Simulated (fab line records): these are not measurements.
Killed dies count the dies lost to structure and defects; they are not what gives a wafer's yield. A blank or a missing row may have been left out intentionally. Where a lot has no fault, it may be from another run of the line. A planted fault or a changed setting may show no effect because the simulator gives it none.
What tool caused it? | flow berkeley cmos170 | 21 wafers sampled from 7 lots at 1 step of a route of 331

== WHAT THE GAUGES READ, wafer by wafer ==
UCB170_ACTIVE_OVL_MEAS_14.
lot  | measured    | on         | ACTIVE_OVL (nm)
L213 | day 5 01:10 | overlay-02 | -5 -1 3
L218 | day 6 00:23 | overlay-02 | 12 6 3
L223 | day 7 03:37 | overlay-01 | 10 4 8
L224 | day 7 12:18 | overlay-02 | -3 -1 -5
L230 | day 8 13:07 | overlay-02 | -1 8 -1
L233 | day 9 05:23 | overlay-01 | -4 -5 -6
L235 | day 9 22:34 | overlay-02 | 3 2 13

== TOOL THAT RAN EACH LOT (tool first, then ch and the chambers of the sampled wafers, then the start) ==
No process step before these readings appears in the record.

== THE ANSWER, worked out from the rows above alone ==
Rule: the usual values come from the lots themselves. Put in order of their means at a reading, lots are off if they are a third of the lots or fewer, leave a main group of 4 or more, and stand apart from it by a gap of 3 or more times the standard deviation of the main group's means; of several such gaps the widest counts. A main group whose means are all the same, to the digits that the tables above print for the reading, isn't used. A lot without any number at a reading at which 4 lots or more have one is off too. Where the step has rows for the other lots, those lots are counted as sound.
Across all readings shown, no lot is off: no conclusion can be drawn from this.

== WHAT THE SIMULATOR PUT IN ==
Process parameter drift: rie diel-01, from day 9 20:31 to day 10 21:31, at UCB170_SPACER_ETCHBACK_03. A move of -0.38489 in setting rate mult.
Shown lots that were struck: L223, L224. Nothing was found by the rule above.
